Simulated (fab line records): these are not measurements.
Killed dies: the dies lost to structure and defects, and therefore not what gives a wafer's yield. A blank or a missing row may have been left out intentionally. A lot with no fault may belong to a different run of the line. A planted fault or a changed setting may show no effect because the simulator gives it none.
Chamber matching | flow berkeley_cmos170 | cmp-01 running UCB170_V2_CMP_02: 4 sister chambers
The step polishes SiO2. 14 wafers are shown with their chamber, then 7 later ones without.

== WAFERS WITH THEIR CHAMBER ==
wafer  | chamber | motor_current_A (A) | slurry_filter_dp_kPa (kPa)
L555.3 | 1       | 15.2                | 13.44
L555.4 | 2       | 15.6                | 13.50
L555.5 | 2       | 15.7                | 13.60
L556.2 | 0       | 17.0                | 13.54
L556.3 | 2       | 15.3                | 13.26
L556.6 | 0       | 16.8                | 13.62
L564.1 | 0       | 16.7                | 13.54
L564.2 | 3       | 17.1                | 13.45
L564.5 | 2       | 15.2                | 13.65
L565.4 | 3       | 16.5                | 13.48
L565.5 | 1       | 15.4                | 13.43
L565.6 | 0       | 17.3                | 13.62
L572.1 | 3       | 17.1                | 13.58
L572.2 | 1       | 14.4                | 13.55

SIGNATURES, as means of the wafers listed above
reading              | chamber 0 | chamber 1 | chamber 2 | chamber 3 | scatter within a chamber
motor_current_A      | 16.950    | 15.000    | 15.450    | 16.900    | 0.344
slurry_filter_dp_kPa | 13.5800   | 13.4733   | 13.5025   | 13.5033   | 0.107
Rule: for a wafer and a chamber, the distance is found by dividing, reading by reading, the gap between the wafer's reading and the chamber's mean by the reading's scatter, squaring, summing and taking the root. If the next closest chamber is less than 2 further off than the closest, the wafer can't be placed; otherwise it belongs to the closest. The scatter: take each reading less its chamber's mean, square it, sum over the shown wafers, divide by the number of wafers less the number of chambers, and take the root.

== WAFERS WITH NO CHAMBER GIVEN ==
wafer  | motor_current_A (A) | slurry_filter_dp_kPa (kPa)
L572.3 | 16.7                | 13.35
L576.1 | 16.0                | 13.50
L576.3 | 14.5                | 13.77
L576.6 | 15.2                | 13.46
L575.3 | 18.1                | 13.40
L575.5 | 16.2                | 13.70
L575.6 | 17.8                | 13.60

== CHAMBER TAKEN BY EACH ==
wafer  | from the rows above               | in truth
L572.3 | can't be placed: 3 or 0           | 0
L576.1 | can't be placed: 2 or 3 or 0 or 1 | 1
L576.3 | can't be placed: 1 or 2           | 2
L576.6 | can't be placed: 1 or 2           | 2
L575.3 | can't be placed: 3 or 0           | 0
L575.5 | can't be placed: 0 or 3 or 2 or 1 | 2
L575.6 | can't be placed: 0 or 3           | 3
Placed correctly: 0 of 7. Cannot be placed on the basis of these rows: 7; the candidates contain the true chamber in 7. Placed wrongly: 0.
